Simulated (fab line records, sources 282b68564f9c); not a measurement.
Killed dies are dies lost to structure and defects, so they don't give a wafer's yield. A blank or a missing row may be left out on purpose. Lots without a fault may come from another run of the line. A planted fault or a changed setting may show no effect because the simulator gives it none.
A struck lot beside a sound one | flow rit_cmos | 44 steps out of a route of 202
Sound: wafers L804.1, L804.4, L804.6. Struck: wafers L812.1, L812.2, L812.3. The cause comes at the end.
At each step with rows: each side's tool, then ch and its chambers, then its first start. Under that, the readings that differ: sound wafers | struck wafers | difference of the means | sigmas: that difference in standard deviations of wafers without a fault.
alike: readings whose means differ by less than 2 such deviations, and words and numbers that are the same on both sides. not compared: withheld readings, readings that some wafer has no value for, bounds like >300 that may hide the same value, and numbers for which the record gives no deviation and whose values overlap.
The two part at a step that has a row with sigmas, a row that says differs or no value, or rows on one side only. Numbers that don't overlap but have no deviation are shown without sigmas and don't part them. A reading that every wafer of one side lacks parts them only if that side has two wafers or more.

first, 3 steps without rows for these wafers: RIT_REOX_CLEAN_01 (cleans in dHF, time 30 s); RIT_REOX_CLEAN_02 (cleans in SC2, time 583.4 s); RIT_REOX_OXIDATION_03 (target thk 25.2 nm, ox time 5580 s).
RIT_REOX_THK_MEAS_04:
  sound on film_metro-03, day 3 08:50; struck on film_metro-01, day 5 00:25
  alike: REOX_OXIDE_THK
then, 6 steps without rows for these wafers: RIT_NLDD_HMDS_00 (prime time 60 s); RIT_NLDD_COAT_01 (resist thk 1000 nm); RIT_NLDD_SOFTBAKE_02 (time 60 s); RIT_NLDD_EXPOSE_03 (exposes mask M7, target cd 40700 nm); RIT_NLDD_PEB_04; RIT_NLDD_DEVELOP_05 (develop time 50 s).
RIT_NLDD_OVL_MEAS_06:
  sound on overlay-01, day 3 09:52; struck on overlay-01, day 5 01:20
  alike: NLDD_OVL
then, 1 step without rows for these wafers: RIT_NLDD_HARDBAKE_07 (time 60 s).
RIT_NLDD_IMPLANT_08:
  sound on implanter-01 ch 0, day 3 10:04; struck on implanter-01 ch 0, day 5 01:31
  reading       | sound                         | struck                        | difference | sigmas
  dose_ions_cm2 | 4.995e+14 4.999e+14 5.005e+14 | 5.233e+14 5.244e+14 5.241e+14 | +2.397e+13 | +42
  alike: tilt_deg
RIT_NLDD_STRIP_09: strips in O2, time 180 s.
  sound on plasma_asher-03 ch 0,1, day 3 10:13; struck on plasma_asher-03 ch 0,1, day 5 01:40
  alike: chamber_pressure_mTorr, drypump_motor_current_A
  not compared: rf_hours_counter_h
RIT_NLDD_TW_MEAS_10:
  sound on film_metro-02, day 3 10:23; struck on film_metro-03, day 5 01:50
  alike: NLDD_TW
then, 6 steps without rows for these wafers: RIT_PLDD_HMDS_00 (prime time 60 s); RIT_PLDD_COAT_01 (resist thk 1000 nm); RIT_PLDD_SOFTBAKE_02 (time 60 s); RIT_PLDD_EXPOSE_03 (exposes mask M8, target cd 40900 nm); RIT_PLDD_PEB_04; RIT_PLDD_DEVELOP_05 (develop time 50 s).
RIT_PLDD_OVL_MEAS_06:
  sound on overlay-02, day 3 11:18; struck on overlay-02, day 5 02:53
  alike: PLDD_OVL
then, 2 steps without rows for these wafers: RIT_PLDD_HARDBAKE_07 (time 60 s); RIT_PLDD_IMPLANT_08.
RIT_PLDD_STRIP_09: strips in O2, time 180 s.
  sound on plasma_asher-04 ch 1, day 3 11:38; struck on plasma_asher-02 ch 0,1, day 5 03:13
  alike: chamber_pressure_mTorr, drypump_motor_current_A
  not compared: rf_hours_counter_h
RIT_PLDD_TW_MEAS_10:
  sound on film_metro-04, day 3 11:49; struck on film_metro-03, day 5 03:23
  alike: PLDD_TW
then, 4 steps without rows for these wafers: RIT_SPACER_CLEAN_00 (cleans in SC1, time 623.6 s); RIT_SPACER_CLEAN_01 (cleans in dHF, time 30 s); RIT_SPACER_CLEAN_02 (cleans in SC2, time 600 s); RIT_SPACER_CVD_03 (deposits Si3N4 from SiH2Cl2/NH3, target thk 250 nm, time 3300 s).
RIT_SPACER_THK_MEAS_04:
  sound on film_metro-03, day 3 14:09; struck on film_metro-01, day 5 06:41
  alike: SPACER_NITRIDE_THK
RIT_SPACER_ETCHBACK_05: etches Si3N4 in SF6/CHF3, stops on SiO2, target depth 250 nm, time 240 s.
  sound on rie_diel-01 ch 0,3, day 3 14:13; struck on rie_diel-03 ch 0,1,3, day 5 06:45
  reading                     | sound       | struck      | difference | sigmas
  drypump_motor_current_A (A) | 5.9 6.6 6.5 | 4.7 5.3 5.6 | -1.1       | -2
  alike: chamber_pressure_mTorr, oes_product_au, throttle_valve_pct
  not compared: rf_hours_counter_h
then, 6 steps without rows for these wafers: RIT_NSD_HMDS_00 (prime time 60 s); RIT_NSD_COAT_01 (resist thk 1000 nm); RIT_NSD_SOFTBAKE_02 (time 60 s); RIT_NSD_EXPOSE_03 (exposes mask M9, target cd 40700 nm); RIT_NSD_PEB_04; RIT_NSD_DEVELOP_05 (develop time 50 s).
RIT_NSD_OVL_MEAS_06:
  sound on overlay-02, day 3 15:13; struck on overlay-02, day 5 07:49
  reading      | sound         | struck      | difference | sigmas
  NSD_OVL (nm) | 0.2 -0.5 -0.4 | 3.2 2.4 1.2 | +2.5       | +2
then, 2 steps without rows for these wafers: RIT_NSD_HARDBAKE_07 (time 60 s); RIT_NSD_IMPLANT_08.
RIT_NSD_STRIP_09: strips in O2, time 180 s.
  sound on plasma_asher-03 ch 0,1, day 3 15:33; struck on plasma_asher-02 ch 0,1, day 5 08:09
  alike: chamber_pressure_mTorr, drypump_motor_current_A
  not compared: rf_hours_counter_h
RIT_SDANNEAL_RS_MEAS_07: measures by four-point-probe.
  sound on film_metro-02, day 3 18:18; struck on film_metro-02, day 5 10:41
  reading          | sound             | struck            | difference | sigmas
  NLDD_RS (ohm/sq) | 150.4 150.7 150.8 | 145.3 145.5 145.3 | -5.3       | -10
RIT_M1_PROBE_99:
  sound on prober-01, day 4 01:19; struck on prober-01, day 5 17:40
  alike: killed_at_contacts, killed_at_front_end, killed_dies, killed_on_rim, killed_open, killed_short

WHERE THEY PART
First at RIT_NLDD_IMPLANT_08; last, within this record, at RIT_SDANNEAL_RS_MEAS_07. Later steps at which nothing parts them and some readings are alike: RIT_M1_PROBE_99.

WHY: what the simulator had put in
Process parameter drift: implanter-01, from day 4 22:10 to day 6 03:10, at RIT_NLDD_IMPLANT_08. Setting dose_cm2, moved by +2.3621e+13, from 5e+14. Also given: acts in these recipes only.
